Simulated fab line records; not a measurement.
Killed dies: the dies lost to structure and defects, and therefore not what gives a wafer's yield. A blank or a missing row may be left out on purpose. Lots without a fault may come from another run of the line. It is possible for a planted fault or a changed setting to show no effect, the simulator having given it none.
A lot that was struck, set against a sound lot / flow berkeley_cmos170 / 16 steps out of a route of 331
Sound: these wafers, L176.2, L176.5, L176.6. Struck: wafer L184.2 (left out: L184.3, L184.6 of the same lot, which were not struck); the cause appears at the end.
At each step with rows: each side's tool, then ch and its chambers, then its first start. Under that, the readings that differ: sound wafers / struck wafers / difference of the means / sigmas: that difference in standard deviations of wafers without a fault.
alike: words and numbers the same on both sides, and readings whose means are apart by under 2 such deviations; not compared: readings that were withheld, readings missing a value for some wafer, numbers with overlapping values and no deviation given by the record, and bounds like >300 which may hide the same value.
Wherever a step has rows on one side only, a row that says differs or no value, or a row with sigmas, the two part there. Numbers that don't overlap but have no deviation are shown without sigmas and don't part them. A reading that every wafer of one side lacks parts them only if that side has two wafers or more.

first, 1 step without rows for these wafers: UCB170_PWELL_OXIDATION_02 (target thk 26.4 nm, ox time 1260 s).
UCB170_PWELL_THK_MEAS_03:
  sound: film_metro-04 at day 3 06:09; struck: film_metro-04 at day 4 17:29
  alike: PWELL_OXIDE_THK
then, 2 steps without rows for these wafers: UCB170_PWELL_ANNEAL_04 (time 900 s); UCB170_PWELL_CVD_05 (deposits Si3N4 from SiH2Cl2/NH3, target thk 220 nm, time 3300 s).
UCB170_PWELL_THK_MEAS_06:
  sound: film_metro-03 at day 3 12:07; struck: film_metro-01 at day 4 22:52
  alike: PWELL_NITRIDE_THK
then, 6 steps without rows for these wafers: UCB170_PWELL_HMDS_07 (prime time 60 s); UCB170_PWELL_COAT_08 (resist thk 900 nm); UCB170_PWELL_SOFTBAKE_09 (time 60 s); UCB170_PWELL_EXPOSE_10 (exposes mask PWELL, target cd 3000 nm); UCB170_PWELL_PEB_11; UCB170_PWELL_DEVELOP_12 (develop time 45 s).
UCB170_PWELL_OVL_MEAS_13:
  sound: overlay-02 at day 3 14:01; struck: overlay-02 at day 5 00:18
  alike: PWELL_OVL
UCB170_PWELL_ETCH_14: etches Si3N4 in CH3F/Ar/O2, stops on SiO2, target depth 242 nm, time 151 s.
  sound on rie_diel-03 ch 0,1, day 3 14:02; struck on rie_diel-03 ch 2, day 5 00:20
reading=oes_product_au (a.u.); sound=0.942 0.936 0.940; struck=0.807; difference=-0.132; sigmas=-11
reading=model.etch.depth_nm (nm); sound=218.4 217.6 217.9; struck=170.4; difference=-47.6; sigmas=
reading=model.KrF_of_PWELL_COAT_08.thk_nm (nm); sound=725.7 726.1 726.4; struck=770.8; difference=+44.7; sigmas=
reading=model.SiO2_of_PWELL_OXIDATION_02.thk_nm (nm); sound=22.65 21.92 22.47; struck=23.49; difference=+1.14; sigmas=
  alike: drypump_motor_current_A, throttle_valve_pct
  not compared: rf_hours_counter_h
after that, 1 step had no rows for these wafers: UCB170_PWELL_IMPLANT_15.
UCB170_PWELL_STRIP_16: strips in O2.
  sound on plasma_asher-01 ch 0,1, day 3 14:17; struck on plasma_asher-02 ch 0, day 5 00:35
reading=strip_time_to_endpoint_s (s); sound=18.12 18.12 18.13; struck=19.20; difference=+1.08; sigmas=+14
  alike: drypump_motor_current_A, oes_product_au
  not compared: rf_hours_counter_h
UCB170_PWELL_TW_MEAS_17:
  sound: film_metro-04 at day 3 14:24; struck: film_metro-03 at day 5 00:41
reading=PWELL_TW; sound=375.6 373.5 376.7; struck=382.6; difference=+7.3; sigmas=+3

## WHERE THEY PART
Last at UCB170_PWELL_TW_MEAS_17 as far as this record goes, first at UCB170_PWELL_ETCH_14.

WHY: whatever the simulator had introduced
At UCB170_PWELL_ETCH_14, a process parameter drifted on rie_diel-03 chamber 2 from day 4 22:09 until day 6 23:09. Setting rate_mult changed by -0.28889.
